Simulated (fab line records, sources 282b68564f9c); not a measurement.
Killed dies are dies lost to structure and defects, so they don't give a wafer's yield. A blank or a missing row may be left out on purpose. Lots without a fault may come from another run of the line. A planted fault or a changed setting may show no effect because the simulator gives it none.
fab line records | flow rit_cmos
record lots=5 wafers=23
route steps=202 shown ACTIVE@7 FOX2@23 NWELL@30 PWELL@40 NRETRO@54 PRETRO@72 GATE@79 PLDD@115 M1@202
start_h: hours from the record's first day to the start of the lot's first wafer shown | wait_h: hours since the lot's step before | " the same as in the row above | L1.1+2: a row that stands for several wafers | - no value, or no start given | * or withheld: withheld | < > ~ a bound
route shown NAME@n: a module of which the file shows steps, and the number in the route of the first | usual: mean/standard deviation of fault-free wafers | same: alike in all rows | chamber/n: place in a boat | sites: the reading at each site | _std_site: their standard deviation | _edge_site: outer sites' mean less inner sites' | radius_mm: how far each site lies from the wafer's centre | mask NAME#n: copy n | behind: the tool/chamber that last shaped the wafer | hold: why the lot was held/for how many hours/how that ended | device: the transistor (n, p or np) that didn't switch | end of line: the same wafers' tests at the end of the route | a step without rows: its recipe alone | killed: dies lost to structure and defects at the first sort, not the wafer's yield | map: a wafer's dies, x killed, . not, _ none there
set.NAME: the setting as run; set.NAME@STEP: as run at that earlier step | model.NAME: the simulator's own value behind a step, which no gauge read
lots whose settings were changed on purpose; a table a step, a row a wafer
## steps
# step RIT_ACTIVE_COAT_06
# recipe resist=NOVOLAK spin_rpm=3250 resist_thk_nm=1000
# columns lot.wafer tool chamber start_h wait_h set.spin_rpm model.NOVOLAK_of_ACTIVE_COAT_06.thk_nm
L074.2 litho_track-02 0 14.49 0.1 3250 998.9
L074.3 " 0 " " 3171 1013
L074.4 " 0 " " 3171 1011
L074.5 " 0 " " 3250 999
L074.6 " 0 " " 3250 996.9
L076.1 litho_track-01 0 25.39 0.1 3250 997.6
L076.2 " 0 " " 3250 996.8
L076.3 " 0 " " 3250 997
L076.4 " 0 " " 3250 995.2
L076.5 " 0 " " 3250 995
L078.1 litho_track-02 0 33.95 0.1 3152 1013
L078.2 " 0 " " 3152 1012
L078.3 " 0 " " 3152 1014
L078.4 " 0 " " 3250 996.8
L078.5 " 0 " " 3250 995.7
L084.1 litho_track-04 0 65.19 0.1 3250 999.1
L084.2 " 0 " " 3250 997.2
L084.3 " 0 " " 3469 964.9
L084.4 " 0 " " 3469 966
L084.5 " 0 " " 3469 965.7
L085.1 litho_track-01 0 68.74 0.1 3250 1004
L085.2+3 " 0 " " 3250 1005
# step RIT_ACTIVE_SOFTBAKE_07
# recipe resist=NOVOLAK temp_c=90 time_s=60
# columns lot.wafer tool chamber start_h wait_h set.time_s
L074.2+4 litho_track-02 0 14.64 0.1 68.08
L074.3+5+6 " 0 " " 60
L076.1+2+3+4+5 litho_track-01 0 25.54 0.1 60
L078.1+3+5 litho_track-02 0 34.10 0.1 64.14
L078.2+4 " 0 " " 60
L084.1+2+5 litho_track-04 0 65.34 0.1 55.71
L084.3+4 " 0 " " 60
L085.1+2+3 litho_track-01 0 68.89 0.1 60
# step RIT_ACTIVE_EXPOSE_08
# recipe mask_id=M1 na=0.6 source_shape=conventional sigma_outer=0.6 target_cd_nm=1400 dose_mj=225
# step RIT_ACTIVE_PEB_09
# recipe resist=NOVOLAK temp_c=withheld time_s=withheld
# step RIT_ACTIVE_DEVELOP_10
# recipe resist=NOVOLAK develop_time_s=50 dev_temp_c=23
# columns lot.wafer tool chamber start_h wait_h set.spin_rpm@ACTIVE_COAT_06 model.NOVOLAK_of_ACTIVE_COAT_06.thk_nm
L074.2 litho_track-01 0 - - 3250 996.3
L074.3 " 0 " " 3171 1012
L074.4 " 0 " " 3171 1009
L074.5 " 0 " " 3250 998.7
L074.6 " 0 " " 3250 996.5
L076.1 litho_track-01 0 - - 3250 997.3
L076.2 " 0 " " 3250 996.4
L076.3 " 0 " " 3250 996.7
L076.4 " 0 " " 3250 994.8
L076.5 " 0 " " 3250 994.6
L078.1 litho_track-04 0 - - 3152 1011
L078.2+3 " 0 " " 3152 1012
L078.4 " 0 " " 3250 996.4
L078.5 " 0 " " 3250 994.2
L084.1 litho_track-01 0 - - 3250 1000
L084.2 " 0 " " 3250 998.3
L084.3 " 0 " " 3469 964.5
L084.4 " 0 " " 3469 965.7
L084.5 " 0 " " 3469 966.6
L085.1 litho_track-01 0 - - 3250 1003
L085.2+3 " 0 " " 3250 1005
# step RIT_ACTIVE_HARDBAKE_12
# recipe resist=NOVOLAK temp_c=140 time_s=60
# columns lot.wafer tool chamber start_h wait_h set.spin_rpm@ACTIVE_COAT_06 model.NOVOLAK_of_ACTIVE_COAT_06.thk_nm
L074.2 litho_track-02 0 15.31 0.1 3250 882.8
L074.3 " 0 " " 3171 894.8
L074.4 " 0 " " 3171 893.9
L074.5 " 0 " " 3250 882.9
L074.6 " 0 " " 3250 881
L076.1 litho_track-01 0 26.34 0.1 3250 881.7
L076.2 " 0 " " 3250 880.9
L076.3 " 0 " " 3250 881.2
L076.4 " 0 " " 3250 879.5
L076.5 " 0 " " 3250 879.3
L078.1 litho_track-04 0 34.77 0.1 3152 895.1
L078.2 " 0 " " 3152 894.3
L078.3 " 0 " " 3152 895.6
L078.4 " 0 " " 3250 880.9
L078.5 " 0 " " 3250 880
L084.1 litho_track-01 0 66.13 0.1 3250 883
L084.2 " 0 " " 3250 881.4
L084.3 " 0 " " 3469 853
L084.4 " 0 " " 3469 854.1
L084.5 " 0 " " 3469 853.7
L085.1 litho_track-02 0 69.68 0.1 3250 887.1
L085.2 " 0 " " 3250 888.1
L085.3 " 0 " " 3250 888.4
# step RIT_ACTIVE_ETCH_13
# recipe stop_on=SiO2 chemistry=SF6 target=Si3N4 time_s=210 over_etch_frac=0.4 SF6_flow_sccm=200 pressure_mtorr=260 rf_w=125 target_depth_a=2100
# columns lot.wafer tool chamber start_h wait_h set.spin_rpm@ACTIVE_COAT_06 model.NOVOLAK_of_ACTIVE_COAT_06.thk_nm
L074.2 rie_diel-01 1 15.43 0.1 3250 649.7
L074.3 " 3 " " 3171 665.3
L074.4 " 1 " " 3171 659.7
L074.5 " 2 " " 3250 653.6
L074.6 " 3 " " 3250 652.3
L076.1 rie_diel-01 1 26.49 0.1 3250 645
L076.2 " 2 " " 3250 649.8
L076.3 " 3 " " 3250 652.6
L076.4 " 0 " " 3250 650.7
L076.5 " 2 " " 3250 650
L078.1 rie_diel-04 1 34.92 0.1 3152 667.9
L078.2 " 3 " " 3152 665.5
L078.3 " 0 " " 3152 659.9
L078.4 " 2 " " 3250 647.1
L078.5 " 3 " " 3250 650.4
L084.1 rie_diel-01 3 66.28 0.1 3250 655.8
L084.2 " 2 " " 3250 651.3
L084.3 " 0 " " 3469 629.2
L084.4 " 1 " " 3469 624.6
L084.5 " 0 " " 3469 630.8
L085.1 rie_diel-03 0 69.83 0.1 3250 661.5
L085.2 " 3 " " 3250 664.9
L085.3 " 1 " " 3250 656.9
# step RIT_FOX2_OXIDATION_00
# recipe temp_c=1100 ambient=H2O target_thk_a=3507 p_h2o_torr=720 ox_time_s=1130
# columns lot.wafer tool chamber start_h wait_h set.temp_c model.SiO2_of_FOX2_OXIDATION_00.thk_nm
L074.2 - - - 0.0 1075 314.2
L074.3 " - " " 1075 310.1
L074.4 " - " " 1075 312
L074.5 " - " " 1075 315.6
L074.6 " - " " 1075 314.4
L076.1 - - - 0.1 1122 375.3
L076.2 " - " " 1122 380.3
L076.3 " - " " 1122 378.9
L076.4 " - " " 1122 382.4
L076.5 " - " " 1122 374.7
L078.1 - - - 0.0 1085 329.3
L078.2 " - " " 1085 323.6
L078.3 " - " " 1085 324.7
L078.4 " - " " 1085 330.1
L078.5 " - " " 1085 328.6
L084.1 - - - 0.0 1121 384.9
L084.2 " - " " 1121 381.2
L084.3 " - " " 1121 381.1
L084.4 " - " " 1121 390.7
L084.5 " - " " 1121 381.5
L085.1 furnace-03 0 73.95 0.0 1100 357.7
L085.2 " 0 " " 1100 349.8
L085.3 " 0 " " 1100 352.2
# step RIT_FOX2_THK_MEAS_01
# recipe reads=SiO2_of_FOX2_OXIDATION_00
# usual FOX2_OXIDE_THK=351/5
# columns lot.wafer tool chamber start_h wait_h set.temp_c@FOX2_OXIDATION_00 FOX2_OXIDE_THK[nm]
L074.2 film_metro-04 - - - 1075 314
L074.3 " - " " 1075 310
L074.4 " - " " 1075 312
L074.5 " - " " 1075 316
L074.6 " - " " 1075 314
L076.1 film_metro-03 - - - 1122 375
L076.2 " - " " 1122 380
L076.3 " - " " 1122 379
L076.4 " - " " 1122 383
L076.5 " - " " 1122 375
L078.1 film_metro-03 - - - 1085 329
L078.2 " - " " 1085 323
L078.3 " - " " 1085 325
L078.4 " - " " 1085 330
L078.5 " - " " 1085 329
L084.1 film_metro-03 - - - 1121 385
L084.2 " - " " 1121 381
L084.3 " - " " 1121 381
L084.4 " - " " 1121 391
L084.5 " - " " 1121 381
L085.1 film_metro-03 - 75.26 0.0 1100 357
L085.2 " - " " 1100 350
L085.3 " - " " 1100 352
# step RIT_FOX2_CLEAN_02
# recipe chemistry=dHF dilution=50:1 time_s=180
# step RIT_FOX2_WET_ETCH_03
# recipe chemistry=H3PO4 target=Si3N4 target_depth_nm=195 temp_c=165 time_s=2700
# step RIT_FOX2_THK_MEAS_90
# recipe reads=SiO2_of_FOX2_OXIDATION_00
# usual FIELD_OXIDE_LEFT_1_THK=324/5
# columns lot.wafer tool chamber start_h wait_h set.temp_c@FOX2_OXIDATION_00 FIELD_OXIDE_LEFT_1_THK[nm]
L074.2 film_metro-04 - 20.49 0.0 1075 287
L074.3 " - " " 1075 283
L074.4 " - " " 1075 285
L074.5 " - " " 1075 289
L074.6 " - " " 1075 287
L076.1 film_metro-03 - 32.09 0.0 1122 348
L076.2 " - " " 1122 353
L076.3 " - " " 1122 352
L076.4 " - " " 1122 355
L076.5 " - " " 1122 348
L078.1 film_metro-02 - 40.87 0.0 1085 302
L078.2 " - " " 1085 296
L078.3 " - " " 1085 298
L078.4 " - " " 1085 303
L078.5 " - " " 1085 301
L084.1 film_metro-04 - 70.86 0.0 1121 358
L084.2 " - " " 1121 354
L084.3 " - " " 1121 354
L084.4 " - " " 1121 364
L084.5 " - " " 1121 354
L085.1 film_metro-02 - 76.21 0.0 1100 330
L085.2 " - " " 1100 323
L085.3 " - " " 1100 325
# step RIT_NWELL_SOFTBAKE_02
# recipe resist=NOVOLAK temp_c=90 time_s=60
# columns lot.wafer tool chamber start_h wait_h set.temp_c
L074.2+3+4+5+6 litho_track-03 0 20.86 0.1 90
L076.1+2+3+4+5 litho_track-03 0 32.45 0.1 90
L078.1+2 litho_track-04 0 41.23 0.1 90
L078.3+4+5 " 0 " " 93.55
L084.1+4 litho_track-02 0 71.22 0.1 86.44
L084.2+3+5 " 0 " " 90
L085.1+2+3 litho_track-03 0 76.57 0.1 90
# step RIT_NWELL_EXPOSE_03
# recipe mask_id=M2 na=0.57 target_cd_nm=43900 dose_mj=250
# step RIT_NWELL_PEB_04
# recipe resist=NOVOLAK temp_c=withheld time_s=withheld
# step RIT_NWELL_DEVELOP_05
# recipe resist=NOVOLAK develop_time_s=68 dev_temp_c=23
# columns lot.wafer tool chamber start_h wait_h set.temp_c@NWELL_SOFTBAKE_02 model.NOVOLAK_of_NWELL_COAT_01.thk_nm
L074.2 litho_track-02 0 - - 90 1294
L074.3 " 0 " " 90 1298
L074.4+5 " 0 " " 90 1295
L074.6 " 0 " " 90 1297
L076.1 litho_track-03 0 - - 90 1300
L076.2+5 " 0 " " 90 1299
L076.3 " 0 " " 90 1305
L076.4 " 0 " " 90 1298
L078.1 litho_track-03 0 - - 90 1292
L078.2 " 0 " " 90 1288
L078.3+5 " 0 " " 93.55 1280
L078.4 " 0 " " 93.55 1278
L084.1 litho_track-02 0 - - 86.44 1310
L084.2+3 " 0 " " 90 1301
L084.4 " 0 " " 86.44 1313
L084.5 " 0 " " 90 1299
L085.1+2 litho_track-02 0 - - 90 1292
L085.3 " 0 " " 90 1295
# step RIT_PWELL_COAT_01
# recipe resist=NOVOLAK spin_rpm=2000 resist_thk_nm=1300
# columns lot.wafer tool chamber start_h wait_h set.resist_thk_nm model.NOVOLAK_of_PWELL_COAT_01.thk_nm
L074.2+4+5 litho_track-03 0 22.39 0.1 1300 1301
L074.3 " 0 " " 1300 1300
L074.6 " 0 " " 1300 1298
L076.1 litho_track-01 0 33.85 0.1 1273 1267
L076.2 " 0 " " 1273 1271
L076.3+5 " 0 " " 1300 1297
L076.4 " 0 " " 1273 1270
L078.1+2 litho_track-02 0 43.00 0.1 1300 1301
L078.3 " 0 " " 1268 1268
L078.4 " 0 " " 1300 1306
L078.5 " 0 " " 1268 1270
L084.1 litho_track-01 0 72.74 0.1 1332 1331
L084.2 " 0 " " 1300 1298
L084.3 " 0 " " 1332 1329
L084.4 " 0 " " 1300 1297
L084.5 " 0 " " 1300 1295
L085.1 litho_track-01 0 78.09 0.1 1300 1301
L085.2 " 0 " " 1300 1299
L085.3 " 0 " " 1300 1302
# step RIT_NRETRO_COAT_01
# recipe resist=NOVOLAK spin_rpm=2000 resist_thk_nm=1300
# columns lot.wafer tool chamber start_h wait_h set.spin_rpm model.NOVOLAK_of_NRETRO_COAT_01.thk_nm
L074.2 litho_track-01 0 30.31 0.1 2000 1291
L074.3 " 0 " " 2000 1296
L074.4 " 0 " " 2060 1274
L074.5 " 0 " " 2060 1278
L074.6 " 0 " " 2000 1297
L076.1+5 litho_track-01 0 41.24 0.1 2000 1297
L076.2 " 0 " " 2000 1300
L076.3 " 0 " " 2000 1301
L076.4 " 0 " " 2000 1296
L078.1+3 litho_track-03 0 51.37 0.1 1912 1324
L078.2 " 0 " " 2000 1296
L078.4 " 0 " " 1912 1327
L078.5 " 0 " " 2000 1294
L084.1 litho_track-01 0 80.73 0.1 2000 1300
L084.2 " 0 " " 2000 1302
L084.3+4 " 0 " " 2000 1299
L084.5 " 0 " " 2000 1297
L085.1 litho_track-01 0 86.25 0.1 2000 1296
L085.2 " 0 " " 2000 1293
L085.3 " 0 " " 2000 1295
# step RIT_NRETRO_SOFTBAKE_02
# recipe resist=NOVOLAK temp_c=90 time_s=60
# step RIT_NRETRO_EXPOSE_03
# recipe mask_id=M4 na=0.57 target_cd_nm=43900 dose_mj=250
# step RIT_NRETRO_DEVELOP_05
# recipe resist=NOVOLAK develop_time_s=68 dev_temp_c=23
# step RIT_NRETRO_HARDBAKE_07
# recipe resist=NOVOLAK temp_c=140 time_s=120
# columns lot.wafer tool chamber start_h wait_h set.spin_rpm@NRETRO_COAT_01 model.NOVOLAK_of_NRETRO_COAT_01.thk_nm
L074.2 litho_track-03 0 31.22 0.1 2000 1129
L074.3+6 " 0 " " 2000 1134
L074.4 " 0 " " 2060 1115
L074.5 " 0 " " 2060 1118
L076.1+5 litho_track-04 0 42.19 0.0 2000 1135
L076.2 " 0 " " 2000 1136
L076.3 " 0 " " 2000 1138
L076.4 " 0 " " 2000 1134
L078.1 litho_track-01 0 52.13 0.0 1912 1158
L078.2 " 0 " " 2000 1133
L078.3 " 0 " " 1912 1157
L078.4 " 0 " " 1912 1161
L078.5 " 0 " " 2000 1132
L084.1 litho_track-01 0 81.50 0.0 2000 1137
L084.2 " 0 " " 2000 1139
L084.3+4 " 0 " " 2000 1136
L084.5 " 0 " " 2000 1134
L085.1+3 litho_track-03 0 87.14 0.0 2000 1133
L085.2 " 0 " " 2000 1131
# step RIT_PRETRO_IMPLANT_08
# recipe species=B energy_kev=45 dose_cm2=1.2e+13 tilt_deg=7
# columns lot.wafer tool chamber start_h wait_h set.energy_kev model.implant.rp_nm model.implant.drp_nm
L074.2+3 implanter-04 0 33.13 0.2 47.45 147.1 56.82
L074.4+5+6 " 0 " " 45 139.9 55.07
L076.1+2+3+4+5 implanter-02 0 43.99 0.2 45 143.8 55.07
L078.1+2+3+4+5 implanter-02 0 54.06 0.2 45 146.9 55.07
L084.1+4 implanter-03 0 83.30 0.2 43.65 138.3 54.08
L084.2+3+5 " 0 " " 45 142.3 55.07
L085.1+2+3 implanter-02 0 88.95 0.2 45 144.4 55.07
# step RIT_GATE_CLEAN_04
# recipe chemistry=dHF dilution=50:1 time_s=60 dry=n2_spin
# columns lot.wafer tool chamber start_h wait_h set.time_s
L074.2+3+4+5+6 - - - 0.0 57.58
L076.1+2+3+4+5 - - - 0.0 57.59
L078.1+2+3+4+5 - - - 0.0 52.01
L084.1+2+3+4+5 - - - 0.0 57.32
L085.1+2+3 wet_bench-04 3 89.79 0.0 60
# step RIT_FOX2_THK_MEAS_91
# recipe reads=SiO2_of_FOX2_OXIDATION_00
# usual FIELD_OXIDE_LEFT_2_THK=256/5.1
# columns lot.wafer tool chamber start_h wait_h set.temp_c@FOX2_OXIDATION_00 FIELD_OXIDE_LEFT_2_THK[nm]
L074.2 film_metro-04 - - - 1075 219
L074.3 " - " " 1075 215
L074.4 " - " " 1075 217
L074.5 " - " " 1075 221
L074.6 " - " " 1075 219
L076.1 film_metro-04 - - - 1122 280
L076.2 " - " " 1122 285
L076.3 " - " " 1122 284
L076.4 " - " " 1122 287
L076.5 " - " " 1122 279
L078.1 film_metro-03 - - - 1085 235
L078.2 " - " " 1085 230
L078.3 " - " " 1085 231
L078.4 " - " " 1085 236
L078.5 " - " " 1085 234
L084.1 film_metro-04 - - - 1121 290
L084.2 " - " " 1121 286
L084.3 " - " " 1121 286
L084.4 " - " " 1121 295
L084.5 " - " " 1121 286
L085.1 film_metro-04 - 89.81 0.0 1100 264
L085.2 " - " " 1100 256
L085.3 " - " " 1100 258
# step RIT_PLDD_COAT_01
# recipe resist=NOVOLAK spin_rpm=3250 resist_thk_nm=1000
# columns lot.wafer tool chamber start_h wait_h set.spin_rpm model.NOVOLAK_of_PLDD_COAT_01.thk_nm
L074.2 litho_track-01 0 47.92 0.1 3383 978
L074.3 " 0 " " 3250 996
L074.4 " 0 " " 3250 993.1
L074.5 " 0 " " 3383 977.2
L074.6 " 0 " " 3250 994.4
L076.1 litho_track-01 0 58.10 0.1 3250 1001
L076.2 " 0 " " 3484 969.4
L076.3 " 0 " " 3484 965
L076.4 " 0 " " 3484 961.6
L076.5 " 0 " " 3250 998.1
L078.1+4 litho_track-04 0 66.49 0.1 3073 1026
L078.2+5 " 0 " " 3250 1001
L078.3 " 0 " " 3250 1000
L084.1 litho_track-03 0 94.43 0.1 3250 1003
L084.2 " 0 " " 3150 1016
L084.3 " 0 " " 3250 1001
L084.4 " 0 " " 3150 1019
L084.5 " 0 " " 3150 1018
L085.1 litho_track-03 0 102.51 0.1 3250 1004
L085.2 " 0 " " 3250 1002
L085.3 " 0 " " 3250 1006
# step RIT_PLDD_SOFTBAKE_02
# recipe resist=NOVOLAK temp_c=90 time_s=60
# step RIT_PLDD_EXPOSE_03
# recipe mask_id=M8 na=0.57 target_cd_nm=40900 dose_mj=250
# step RIT_PLDD_DEVELOP_05
# recipe resist=NOVOLAK develop_time_s=50 dev_temp_c=23
# step RIT_PLDD_HARDBAKE_07
# recipe resist=NOVOLAK temp_c=140 time_s=60
# columns lot.wafer tool chamber start_h wait_h set.spin_rpm@PLDD_COAT_01 model.NOVOLAK_of_PLDD_COAT_01.thk_nm
L074.2 litho_track-04 0 48.66 0.0 3383 864.5
L074.3 " 0 " " 3250 880.3
L074.4 " 0 " " 3250 877.8
L074.5 " 0 " " 3383 863.9
L074.6 " 0 " " 3250 878.9
L076.1 litho_track-03 0 58.96 0.0 3250 884.6
L076.2 " 0 " " 3484 856.9
L076.3 " 0 " " 3484 853.2
L076.4 " 0 " " 3484 850.2
L076.5 " 0 " " 3250 882.1
L078.1 litho_track-04 0 67.35 0.0 3073 906.4
L078.2+5 " 0 " " 3250 884.5
L078.3 " 0 " " 3250 884
L078.4 " 0 " " 3073 906.7
L084.1 litho_track-03 0 95.37 0.2 3250 886.3
L084.2 " 0 " " 3150 898.3
L084.3 " 0 " " 3250 884.9
L084.4 " 0 " " 3150 900
L084.5 " 0 " " 3150 899.9
L085.1 litho_track-04 0 103.37 0.0 3250 887.2
L085.2 " 0 " " 3250 885.9
L085.3 " 0 " " 3250 889
# step RIT_PLDD_IMPLANT_08
# recipe species=BF2 energy_kev=20 dose_cm2=9e+14 tilt_deg=7
# columns lot.wafer tool chamber start_h wait_h set.energy_kev model.implant.rp_nm model.implant.drp_nm
L074.2+4+5 implanter-03 0 48.81 0.1 19.22 17.26 9.483
L074.3+6 " 0 " " 20 17.8 9.752
L076.1+2+3+4+5 implanter-02 0 59.11 0.1 20 17.62 9.752
L078.1+2+3 implanter-01 0 67.50 0.1 20 17.51 9.752
L078.4+5 " 0 " " 19.38 17.09 9.538
L084.1+2+3 implanter-02 0 95.52 0.1 20 16.87 9.752
L084.4+5 " 0 " " 19.08 16.26 9.434
L085.1+2+3 implanter-03 0 103.52 0.1 20 17.46 9.752
# step RIT_M1_PROBE_99
# usual killed_at_M0_to_M3=0.0/0.12 killed_at_front_end=7.4/2.7 killed_dies=7.5/2.7 killed_open=3.8/1.8 killed_short=3.6/2.1
# same gross_dies=264 killed_at_M4_up=0 killed_at_back_side=0 killed_at_contacts=0 killed_at_other=0
# columns lot.wafer tool chamber start_h wait_h set.energy_kev@PLDD_IMPLANT_08 killed_at_M0_to_M3 killed_at_front_end killed_dies killed_open killed_short model.etest.pldd.rs_ohm_sq
L074.2 prober-01 - 63.62 0.1 19.22 0 8 8 3 5 555.8
L074.3 prober-01 - 63.67 0.2 20 0 5 5 4 1 487.6
L074.4 prober-01 - 63.72 0.2 19.22 0 5 5 5 0 573.7
L074.5 prober-01 - 63.77 0.2 19.22 1 6 7 3 4 560.4
L074.6 prober-01 - 63.82 0.2 20 0 9 9 4 5 494.7
L076.1 prober-01 - 72.91 0.1 20 0 9 9 5 4 492.1
L076.2 prober-01 - 72.96 0.1 20 0 7 7 4 3 498.1
L076.3 prober-01 - 73.01 0.2 20 0 6 6 3 3 479.7
L076.4 prober-01 - 73.06 0.2 20 0 5 5 4 1 473
L076.5 prober-01 - 73.11 0.2 20 0 5 5 3 2 483.9
L078.1 prober-01 - 81.30 0.1 20 0 5 5 3 2 505.8
L078.2 prober-01 - 81.35 0.1 20 0 6 6 3 3 497.5
L078.3 prober-01 - 81.40 0.2 20 0 11 11 5 6 529
L078.4 prober-01 - 81.45 0.2 19.38 0 7 7 4 3 534.6
L078.5 prober-01 - 81.50 0.2 19.38 0 3 3 0 3 551.5
L084.1 prober-01 - 109.61 0.1 20 0 6 6 3 3 589.9
L084.2 prober-01 - 109.66 0.1 20 0 4 4 4 0 585.9
L084.3 prober-01 - 109.71 0.2 20 0 10 10 4 6 588.1
L084.4 prober-01 - 109.76 0.2 19.08 0 5 5 4 1 656.9
L084.5 prober-01 - 109.81 0.2 19.08 0 9 9 1 5 635.9
L085.1 prober-02 - 117.27 0.1 20 0 10 10 7 3 513.6
L085.2 prober-02 - 117.32 0.1 20 0 7 7 6 1 517.8
L085.3 prober-02 - 117.37 0.2 20 0 14 14 6 8 492.4
# killed by level:class
L074.2 GATE:geometric_particle:open=2 SPACER:geometric_particle:short=2 FOX1:geometric_particle:short=1 GATE:geometric_particle:short=1 REOX:geometric_particle:short=1 SPACER:geometric_particle:open=1
L074.3 SPACER:geometric_particle:open=3 GATE:geometric_particle:open=1 SPACER:geometric_particle:short=1
L074.4 FOX1:geometric_particle:open=3 GATE:geometric_particle:open=1 REOX:geometric_particle:open=1
L074.5 FOX1:geometric_particle:open=1 FOX1:geometric_particle:short=1 FOX2:geometric_particle:short=1 GATE:geometric_particle:short=1 GATE:geometric_particle:open=1 REOX:geometric_particle:open=1 M1:geometric_particle:short=1
L074.6 REOX:geometric_particle:short=3 FOX1:geometric_particle:open=1 FOX1:geometric_particle:short=1 GATE:geometric_particle:short=1 REOX:geometric_particle:open=1 SPACER:geometric_particle:open=1 SILICIDE:geometric_particle:open=1
L076.1 FOX1:geometric_particle:open=3 FOX1:geometric_particle:short=2 GATE:geometric_particle:open=1 GATE:geometric_particle:short=1 REOX:geometric_particle:short=1 SILICIDE:geometric_particle:open=1
L076.2 GATE:geometric_particle:short=2 REOX:geometric_particle:open=2 SPACER:geometric_particle:open=1 SPACER:geometric_particle:short=1 SILICIDE:geometric_particle:open=1
L076.3 SILICIDE:geometric_particle:short=2 GATE:geometric_particle:open=1 REOX:geometric_particle:short=1 REOX:geometric_particle:open=1 SILICIDE:geometric_particle:open=1
L076.4 FOX2:geometric_particle:open=1 GATE:geometric_particle:open=1 SPACER:geometric_particle:open=1 SILICIDE:geometric_particle:open=1 SILICIDE:geometric_particle:short=1
L076.5 ACTIVE:geometric_particle:open=1 FOX2:geometric_particle:short=1 GATE:geometric_particle:open=1 REOX:geometric_particle:short=1 SILICIDE:geometric_particle:open=1
L078.1 FOX1:geometric_particle:short=1 FOX2:geometric_particle:open=1 GATE:geometric_particle:short=1 SPACER:geometric_particle:open=1 SILICIDE:geometric_particle:open=1
L078.2 FOX1:geometric_particle:open=2 GATE:geometric_particle:short=2 FOX1:geometric_particle:short=1 GATE:geometric_particle:open=1
L078.3 GATE:geometric_particle:short=4 GATE:geometric_particle:open=3 FOX1:geometric_particle:short=1 FOX1:geometric_particle:open=1 FOX2:geometric_particle:open=1 SILICIDE:geometric_particle:short=1
L078.4 GATE:geometric_particle:short=2 GATE:geometric_particle:open=2 FOX1:geometric_particle:open=1 FOX1:geometric_particle:short=1 SILICIDE:geometric_particle:open=1
L078.5 FOX1:geometric_particle:short=2 GATE:geometric_particle:short=1
L084.1 GATE:geometric_particle:short=2 ACTIVE:geometric_particle:open=1 REOX:geometric_particle:open=1 SPACER:geometric_particle:open=1 SILICIDE:geometric_particle:short=1
L084.2 GATE:geometric_particle:open=2 FOX1:geometric_particle:open=1 SILICIDE:geometric_particle:open=1
L084.3 GATE:geometric_particle:short=2 REOX:geometric_particle:open=2 SPACER:geometric_particle:short=2 FOX2:geometric_particle:open=1 GATE:geometric_particle:open=1 REOX:geometric_particle:short=1 SILICIDE:geometric_particle:short=1
L084.4 FOX2:geometric_particle:short=1 FOX2:geometric_particle:open=1 GATE:geometric_particle:open=1 REOX:geometric_particle:open=1 SILICIDE:geometric_particle:open=1
L084.5 GATE:area_develop=3 GATE:geometric_particle:short=2 FOX2:geometric_particle:short=1 REOX:geometric_particle:short=1 REOX:geometric_particle:open=1 SILICIDE:geometric_particle:short=1
L085.1 GATE:geometric_particle:open=3 FOX1:geometric_particle:open=2 GATE:geometric_particle:short=2 FOX2:geometric_particle:short=1 SPACER:geometric_particle:open=1 SILICIDE:geometric_particle:open=1
L085.2 GATE:geometric_particle:open=3 FOX2:geometric_particle:open=2 SPACER:geometric_particle:short=1 SILICIDE:geometric_particle:open=1
L085.3 GATE:geometric_particle:open=4 GATE:geometric_particle:short=4 FOX1:geometric_particle:short=2 FOX2:geometric_particle:open=1 FOX2:geometric_particle:short=1 SILICIDE:geometric_particle:short=1 SILICIDE:geometric_particle:open=1
## key
split step=RIT_ACTIVE_COAT_06 setting=spin_rpm stated=3250 by=wafer
response step=RIT_ACTIVE_COAT_06 reading=model.NOVOLAK_of_ACTIVE_COAT_06.thk_nm change=-5.03 per=1% r=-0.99
response step=RIT_ACTIVE_DEVELOP_10 reading=model.NOVOLAK_of_ACTIVE_COAT_06.thk_nm change=-5.11 per=1% r=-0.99
response step=RIT_ACTIVE_HARDBAKE_12 reading=model.NOVOLAK_of_ACTIVE_COAT_06.thk_nm change=-4.4 per=1% r=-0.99
response step=RIT_ACTIVE_ETCH_13 reading=model.NOVOLAK_of_ACTIVE_COAT_06.thk_nm change=-4.04 per=1% r=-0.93
split step=RIT_ACTIVE_SOFTBAKE_07 setting=time_s stated=60 by=wafer
response none clear
split step=RIT_FOX2_OXIDATION_00 setting=temp_c stated=1100 by=lot
response step=RIT_FOX2_OXIDATION_00 reading=model.SiO2_of_FOX2_OXIDATION_00.thk_nm change=+16.1 per=1% r=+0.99
response step=RIT_FOX2_THK_MEAS_01 reading=FOX2_OXIDE_THK change=+16.1 per=1% r=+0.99
response step=RIT_FOX2_THK_MEAS_90 reading=FIELD_OXIDE_LEFT_1_THK change=+16.1 per=1% r=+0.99
response step=RIT_FOX2_THK_MEAS_91 reading=FIELD_OXIDE_LEFT_2_THK change=+15.8 per=1% r=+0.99
split step=RIT_NWELL_SOFTBAKE_02 setting=temp_c stated=90 by=wafer
response step=RIT_NWELL_DEVELOP_05 reading=model.NOVOLAK_of_NWELL_COAT_01.thk_nm change=-2.8 per=1% r=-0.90
split step=RIT_PWELL_COAT_01 setting=resist_thk_nm stated=1300 by=wafer
response step=RIT_PWELL_COAT_01 reading=model.NOVOLAK_of_PWELL_COAT_01.thk_nm change=+13.5 per=1% r=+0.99
split step=RIT_NRETRO_COAT_01 setting=spin_rpm stated=2000 by=wafer
response step=RIT_NRETRO_COAT_01 reading=model.NOVOLAK_of_NRETRO_COAT_01.thk_nm change=-6.65 per=1% r=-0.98
response step=RIT_NRETRO_HARDBAKE_07 reading=model.NOVOLAK_of_NRETRO_COAT_01.thk_nm change=-5.74 per=1% r=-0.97
split step=RIT_PRETRO_IMPLANT_08 setting=energy_kev stated=45 by=wafer
response step=RIT_PRETRO_IMPLANT_08 reading=model.implant.rp_nm change=+1.33 per=1% r=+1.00
response step=RIT_PRETRO_IMPLANT_08 reading=model.implant.drp_nm change=+0.323 per=1% r=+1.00
split step=RIT_GATE_CLEAN_04 setting=time_s stated=60 by=lot
response none clear
split step=RIT_PLDD_COAT_01 setting=spin_rpm stated=3250 by=wafer
response step=RIT_PLDD_COAT_01 reading=model.NOVOLAK_of_PLDD_COAT_01.thk_nm change=-4.66 per=1% r=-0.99
response step=RIT_PLDD_HARDBAKE_07 reading=model.NOVOLAK_of_PLDD_COAT_01.thk_nm change=-4.08 per=1% r=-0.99
split step=RIT_PLDD_IMPLANT_08 setting=energy_kev stated=20 by=wafer
response step=RIT_PLDD_IMPLANT_08 reading=model.implant.rp_nm change=+0.136 per=1% r=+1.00
response step=RIT_PLDD_IMPLANT_08 reading=model.implant.drp_nm change=+0.0689 per=1% r=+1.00
response step=RIT_M1_PROBE_99 reading=model.etest.pldd.rs_ohm_sq change=-14.1 per=1% r=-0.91
